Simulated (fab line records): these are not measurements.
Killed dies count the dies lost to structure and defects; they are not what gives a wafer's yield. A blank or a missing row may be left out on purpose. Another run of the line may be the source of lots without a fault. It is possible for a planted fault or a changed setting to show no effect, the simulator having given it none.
The tool behind it: which one? | flow rit cmos | 14 lots, 42 wafers sampled, at 5 steps of a route of 202

## WHAT EACH GAUGE READ, for each wafer
RIT_ACTIVE_THK_MEAS_02. Usual: ACTIVE_OXIDE_THK typically reads 46.7 nm, with standard deviation 1.4.
lot  | measured    | on            | ACTIVE_OXIDE_THK (nm) | flag
L579 | day 1 17:03 | film metro-01 | 44.8 45.1 44.4        |
L580 | day 1 22:04 | film metro-04 | 48.4 49.7 48.9        |
L581 | day 2 03:16 | film metro-01 | 47.8 48.1 48.4        |
L582 | day 2 12:05 | film metro-04 | 48.1 47.5 48.0        |
L583 | day 2 14:47 | film metro-02 | 45.2 44.5 45.8        |
L585 | day 3 00:11 | film metro-02 | 45.4 45.0 45.1        |
L589 | day 3 19:14 | film metro-02 | 48.1 48.1 49.1        |
L590 | day 4 00:04 | film metro-02 | 38.2 37.7 38.8        | OFF
L592 | day 4 10:17 | film metro-01 | 37.4 37.8 37.9        | OFF
L593 | day 4 15:08 | film metro-02 | 44.6 44.5 44.8        |
L594 | day 4 20:17 | film metro-04 | 45.9 46.4 45.9        |
L596 | day 5 06:03 | film metro-01 | 46.1 46.4 45.6        |
L599 | day 5 21:04 | film metro-02 | 45.5 45.5 45.3        |
L600 | day 6 02:03 | film metro-01 | 44.9 45.6 44.8        |

RIT_CONTACT_OVL_MEAS_09. Usual: CONTACT_OVL typically reads -0.3 nm, with standard deviation 1.4.
lot  | measured    | on         | CONTACT_OVL (nm) | flag
L579 | day 3 11:11 | overlay-02 | 0.6 -2.5 -0.6    |
L580 | day 3 19:47 | overlay-02 | -2.9 -1.6 0.6    |
L581 | day 4 02:08 | overlay-02 | 1.5 0.5 -0.4     |
L582 | day 4 09:06 | overlay-02 | -0.8 0.4 -2.0    |
L583 | day 4 11:04 | overlay-01 | -1.3 -0.7 -4.6   |
L585 | day 4 16:00 | overlay-02 | -1.3 -1.4 1.4    |
L589 | day 5 12:38 | overlay-02 | -2.9 -3.6 -1.5   |
L590 | day 5 17:04 | overlay-02 | 0.8 -0.2 0.8     |
L592 | day 6 03:11 | overlay-01 | 1.4 -1.3 -1.0    |
L593 | day 6 07:53 | overlay-01 | -0.3 0.1 1.6     |
L594 | day 6 12:38 | overlay-02 | 3.3 -1.1 2.7     |
L596 | day 6 22:31 | overlay-02 | 0.9 0.0 -0.5     |
L599 | day 7 15:03 | overlay-01 | 0.3 0.1 0.3      |
L600 | day 7 19:31 | overlay-01 | 0.1 0.2 0.6      |

RIT_M1_CD_MEAS_09: target cd 2600 nm. Usual: cd nm 2600.8 nm, standard deviation 2.3.
lot  | measured    | on        | cd nm (nm)           | flag
L579 | day 3 13:35 | cd sem-01 | 2598.4 2600.5 2599.2 |
L580 | day 3 22:29 | cd sem-02 | 2604.7 2602.4 2600.1 |
L581 | day 4 04:40 | cd sem-01 | 2602.3 2603.8 2603.3 |
L582 | day 4 11:51 | cd sem-02 | 2600.2 2597.2 2597.7 |
L583 | day 4 13:54 | cd sem-01 | 2597.4 2597.4 2597.5 |
L585 | day 4 18:28 | cd sem-02 | 2599.8 2602.4 2599.8 |
L589 | day 5 15:12 | cd sem-01 | 2598.4 2600.0 2599.1 |
L590 | day 5 19:29 | cd sem-01 | 2601.6 2601.3 2600.8 |
L592 | day 6 05:44 | cd sem-01 | 2600.2 2600.0 2599.1 |
L593 | day 6 10:25 | cd sem-02 | 2602.3 2603.1 2604.8 |
L594 | day 6 15:10 | cd sem-02 | 2606.4 2607.0 2604.4 |
L596 | day 7 01:11 | cd sem-02 | 2601.8 2602.2 2601.7 |
L599 | day 7 17:37 | cd sem-02 | 2600.0 2599.6 2601.4 |
L600 | day 7 22:05 | cd sem-02 | 2600.2 2599.8 2601.6 |

RIT_M1_OVL_MEAS_10. Usual: M1_OVL typically reads -0.4 nm, with standard deviation 1.4.
lot  | measured    | on         | M1_OVL (nm)    | flag
L579 | day 3 13:42 | overlay-02 | -1.7 -0.5 -1.0 |
L580 | day 3 22:36 | overlay-02 | -0.3 -0.3 -0.7 |
L581 | day 4 04:47 | overlay-01 | 1.6 -0.4 1.3   |
L582 | day 4 11:57 | overlay-02 | -0.6 -1.1 2.1  |
L583 | day 4 14:01 | overlay-02 | -0.5 -1.9 -0.3 |
L585 | day 4 18:33 | overlay-02 | -4.0 -3.9 -2.3 |
L589 | day 5 15:18 | overlay-01 | 1.8 0.9 1.6    |
L590 | day 5 19:35 | overlay-01 | -0.8 -0.7 0.7  |
L592 | day 6 05:50 | overlay-02 | -0.6 -0.7 -1.7 |
L593 | day 6 10:32 | overlay-01 | 2.7 0.6 0.7    |
L594 | day 6 15:16 | overlay-01 | -2.1 -1.2 -1.6 |
L596 | day 7 01:19 | overlay-01 | 2.0 0.9 1.2    |
L599 | day 7 17:43 | overlay-01 | -0.7 -1.0 -1.5 |
L600 | day 7 22:13 | overlay-01 | -0.1 -0.4 -1.1 |

## WHICH TOOL RAN EACH LOT (tool, then ch and the chambers of the sampled wafers, then the start)
lot  | RIT_ACTIVE_OXIDATION_01
L579 | furnace-03 ch 0, day 1 15:07
L580 | furnace-01 ch 0, day 1 20:07
L581 | furnace-01 ch 0, day 2 01:20
L582 | furnace-01 ch 0, day 2 10:09
L583 | furnace-03 ch 0, day 2 12:51
L585 | furnace-03 ch 0, day 2 22:14
L589 | furnace-01 ch 0, day 3 17:17
L590 | furnace-01 ch 0, day 3 22:07
L592 | furnace-01 ch 0, day 4 08:21
L593 | furnace-03 ch 0, day 4 13:11
L594 | furnace-02 ch 0, day 4 18:20
L596 | furnace-03 ch 0, day 5 04:07
L599 | furnace-02 ch 0, day 5 19:07
L600 | furnace-02 ch 0, day 6 00:07
- RIT_ACTIVE_OXIDATION_01: target thk 46.8 nm, ox time 3360 s.

## WHAT THE TOOLS THEMSELVES READ (means of the sampled wafers that have a number; where no wafer has one, the mark that the record gives instead)
RIT_ACTIVE_OXIDATION_01. Usual: value, then standard deviation, for each; spike tc centre C 1002.4 C / 1.1; spike tc load C 1026 C / 3.6; spike tc source C 1025.3 C / 2.7; tube center temp C 1000 C / 0.087; tube_center_temp_C_max 1002.5 / 0.38; zone power centre pct 45 % / 4.8; zone power source pct 33 % / 4.1.
lot  | tool       | spike tc centre C (C) | spike tc load C (C) | spike tc source C (C) | tube center temp C (C) | tube_center_temp_C_max | zone power centre pct (%) | zone power source pct (%) | flag
L579 | furnace-03 | 1002.0                | 1021                | 1028.7                | 1000                   | 1002.3                 | 46                        | 38                        |
L580 | furnace-01 | 1001.3                | 1025                | 1024.1                | 1000                   | 1002.9                 | 41                        | 29                        |
L581 | furnace-01 | 1001.7                | 1026                | 1023.6                | 1000                   | 1002.6                 | 41                        | 29                        |
L582 | furnace-01 | 1002.6                | 1027                | 1024.0                | 1000                   | 1002.6                 | 40                        | 29                        |
L583 | furnace-03 | 1002.9                | 1022                | 1029.2                | 1000                   | 1002.3                 | 46                        | 38                        |
L585 | furnace-03 | 1002.7                | 1022                | 1029.4                | 1000                   | 1002.3                 | 46                        | 38                        |
L589 | furnace-01 | 1002.2                | 1027                | 1022.7                | 1000                   | 1002.3                 | 40                        | 29                        |
L590 | furnace-01 | 977.9                 | 1001                | 998.2                 | 975                    | 977.2                  | 39                        | 27                        | OFF
L592 | furnace-01 | 976.8                 | 1001                | 998.4                 | 975                    | 977.5                  | 40                        | 27                        | OFF
L593 | furnace-03 | 1002.1                | 1021                | 1029.4                | 1000                   | 1002.5                 | 46                        | 38                        |
L594 | furnace-02 | 1002.2                | 1032                | 1022.0                | 1000                   | 1002.5                 | 53                        | 35                        |
L596 | furnace-03 | 1002.8                | 1023                | 1029.9                | 1000                   | 1002.6                 | 46                        | 38                        |
L599 | furnace-02 | 1001.8                | 1032                | 1022.4                | 1000                   | 1002.2                 | 53                        | 35                        |
L600 | furnace-02 | 1001.9                | 1032                | 1022.3                | 1000                   | 1002.6                 | 53                        | 35                        |

## THE ANSWER, worked out from the rows above alone
Rule: lot off if the mean of its wafers having a number is beyond 3 standard deviations from the usual mean. Also off: a lot with no number at a reading for which 4 or more lots have one. Where the step has rows for the other lots, those lots are counted as sound. The gauges are gone through in route order, then the tools' own readings, and for those a lot's mean is taken as printed above. The first step at which some lot is off is used, and at that step the reading that is off furthest; a lot without a number counts as furthest.
Off: L590, L592, at RIT_ACTIVE_THK_MEAS_02 (ACTIVE_OXIDE_THK).
If a tool, at a process step before that reading, ran all the lots that are off and no sound lot after the first of them, it fits. The gauges at RIT_ACTIVE_THK_MEAS_02 aren't tried: what is off there is off at RIT_ACTIVE_OXIDATION_01 too, on other tools, and a gauge's error can't cause that. One candidate fits, namely furnace-01 at RIT_ACTIVE_OXIDATION_01. Its last sound lot is L589 (day 3 17:17), its first lot that is off L590 (day 3 22:07): a fault that began between those two fits.
The tool's own readings at RIT_ACTIVE_OXIDATION_01 bear it out: on the lots that are off they differ by more than 5 times the standard deviation of the sound lots' means. spike tc centre C reads 977.3 C there against 1002.2 C on the sound lots; spike tc load C reads 1001 C there against 1026 C on the sound lots; spike tc source C reads 998.3 C there against 1025.6 C on the sound lots; tube center temp C reads 975 C there against 1000 C on the sound lots; tube_center_temp_C_max reads 977.4 there against 1002.5 on the sound lots.

## WHAT HAD BEEN PUT IN BY THE SIMULATOR
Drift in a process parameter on furnace-01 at RIT_ACTIVE_OXIDATION_01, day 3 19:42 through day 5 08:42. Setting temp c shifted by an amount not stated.
Lots struck among those shown: L590, L592. The rule given above showed the same thing.
